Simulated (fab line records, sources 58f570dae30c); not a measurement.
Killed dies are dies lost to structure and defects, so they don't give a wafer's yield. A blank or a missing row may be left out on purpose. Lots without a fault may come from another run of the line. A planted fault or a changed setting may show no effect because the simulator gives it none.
Which tool did it? | flow berkeley_cmos170 | 14 lots, 42 wafers sampled, at 3 steps of a route of 331

WHAT THE GAUGES READ, wafer by wafer
UCB170_NLDD_TW_MEAS_11.
lot  | measured     | on            | NLDD_TW
L955 | day 7 18:35  | film_metro-03 | 2228 2236 2229
L956 | day 7 19:07  | film_metro-03 | 2228 2229 2230
L959 | day 8 18:10  | film_metro-03 | 2222 2224 2229
L958 | day 8 18:24  | film_metro-04 | 2231 2231 2231
L960 | day 9 08:38  | film_metro-01 | 2222 2230 2227
L961 | day 9 08:52  | film_metro-01 | 2230 2221 2224
L963 | day 9 20:25  | film_metro-03 | 2227 2232 2227
L966 | day 10 20:56 | film_metro-04 | 2125 2124 2121
L971 | day 11 17:13 | film_metro-01 | 2243 2233 2246
L969 | day 11 17:27 | film_metro-03 | 2142 2128 2130
L972 | day 12 05:48 | film_metro-04 | 2229 2249 2241
L974 | day 12 10:40 | film_metro-04 | 2238 2242 2234
L977 | day 12 21:17 | film_metro-01 | 2226 2218 2213
L976 | day 12 21:26 | film_metro-03 | 2227 2218 2222

UCB170_SDANNEAL_RS_MEAS_05: measures by four-point-probe.
lot  | measured     | on            | NLDD_RS (ohm/sq)
L955 | day 8 06:56  | film_metro-03 | 615.4 616.1 616.2
L956 | day 8 07:09  | film_metro-01 | 616.2 616.1 615.9
L959 | day 9 08:26  | film_metro-04 | 614.8 615.0 615.5
L958 | day 9 08:37  | film_metro-03 | 615.1 616.5 616.6
L960 | day 10 00:53 | film_metro-03 | 619.3 617.8 617.5
L961 | day 10 01:00 | film_metro-04 | 614.3 614.9 614.5
L963 | day 10 15:52 | film_metro-01 | 617.2 618.6 618.4
L966 | day 11 13:47 | film_metro-04 | 696.3 694.9 695.6
L971 | day 12 05:04 | film_metro-03 | 614.7 615.6 615.4
L969 | day 12 04:22 | film_metro-03 | 694.2 695.4 694.8
L972 | day 12 16:31 | film_metro-01 | 616.2 615.5 616.5
L974 | day 12 23:34 | film_metro-01 | 616.9 617.2 618.1
L977 | day 13 09:16 | film_metro-03 | 618.1 617.1 616.8
L976 | day 13 09:32 | film_metro-01 | 614.9 615.9 614.4

WHICH TOOL RAN EACH LOT (tool, then ch and the chambers of the sampled wafers, then the start)
lot  | UCB170_NLDD_IMPLANT_09
L955 | implanter-04 ch 0, day 7 18:20
L956 | implanter-01 ch 0, day 7 18:52
L959 | implanter-04 ch 0, day 8 17:56
L958 | implanter-01 ch 0, day 8 18:10
L960 | implanter-01 ch 0, day 9 08:23
L961 | implanter-04 ch 0, day 9 08:37
L963 | implanter-01 ch 0, day 9 20:10
L966 | implanter-01 ch 0, day 10 20:41
L971 | implanter-04 ch 0, day 11 16:58
L969 | implanter-01 ch 0, day 11 17:12
L972 | implanter-03 ch 0, day 12 05:34
L974 | implanter-04 ch 0, day 12 10:25
L977 | implanter-04 ch 0, day 12 21:05
L976 | implanter-03 ch 0, day 12 21:11
- UCB170_NLDD_IMPLANT_09

WHAT THE TOOLS THEMSELVES READ (means of the sampled wafers that have a number; where no wafer has one, the mark that the record gives instead)
UCB170_NLDD_IMPLANT_09.
lot  | tool         | dose_ions_cm2 | faraday_current_uA
L955 | implanter-04 | 5e+13         | 160.3
L956 | implanter-01 | 5e+13         | 160.3
L959 | implanter-04 | 5e+13         | 160.5
L958 | implanter-01 | 5e+13         | 159.2
L960 | implanter-01 | 5e+13         | 158.0
L961 | implanter-04 | 5e+13         | 159.2
L963 | implanter-01 | 5e+13         | 159.6
L966 | implanter-01 | 3e+13         | 108.3
L971 | implanter-04 | 5e+13         | 159.2
L969 | implanter-01 | 3e+13         | 104.8
L972 | implanter-03 | 5e+13         | 156.2
L974 | implanter-04 | 5e+13         | 158.3
L977 | implanter-04 | 5e+13         | 155.2
L976 | implanter-03 | 5e+13         | 162.6

THE ANSWER, worked out from the rows above alone
Rule: what is usual is taken from the lots themselves. Put in order of their means at a reading, lots are off if they are a third of the lots or fewer, leave a main group of 4 or more, and stand apart from it by a gap of 3 or more times the standard deviation of the main group's means; of several such gaps the widest counts. A main group whose means are all the same, to the digits that the tables above print for the reading, isn't used. A lot without any number at a reading at which 4 lots or more have one is off too. The other lots that the step has rows for count as sound. The gauges are gone through in route order, then the tools' own readings, and for those a lot's mean is taken as printed above. The first step at which some lot is off is used, and at that step the reading that is off furthest; a lot without a number counts as furthest.
Off: L966, L969, at UCB170_NLDD_TW_MEAS_11 (NLDD_TW). The main group: mean 2230, standard deviation 6.6.
A tool fits if, at a process step before that reading, it ran every lot that is off, and no sound lot after the first of them. The gauges at UCB170_NLDD_TW_MEAS_11 aren't tried: what is off there is off at UCB170_NLDD_IMPLANT_09 too, on other tools, and a gauge's error can't cause that. One fits: implanter-01 at UCB170_NLDD_IMPLANT_09. Its last sound lot is L963 (day 9 20:10), its first lot that is off L966 (day 10 20:41): a fault that began between those two fits.
The tool's own readings at UCB170_NLDD_IMPLANT_09 bear it out: on the lots that are off they differ by more than 5 times the standard deviation of the sound lots' means. dose_ions_cm2 reads 3e+13 there against 5e+13 on the sound lots; faraday_current_uA reads 106.5 there against 159.1 on the sound lots.

WHAT THE SIMULATOR HAD PUT IN
Process parameter drift: implanter-01, from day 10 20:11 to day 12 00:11, at UCB170_NLDD_IMPLANT_09. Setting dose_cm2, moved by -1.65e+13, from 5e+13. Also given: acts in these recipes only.
Lots struck among those shown: L966, L969. The rule above found the same.
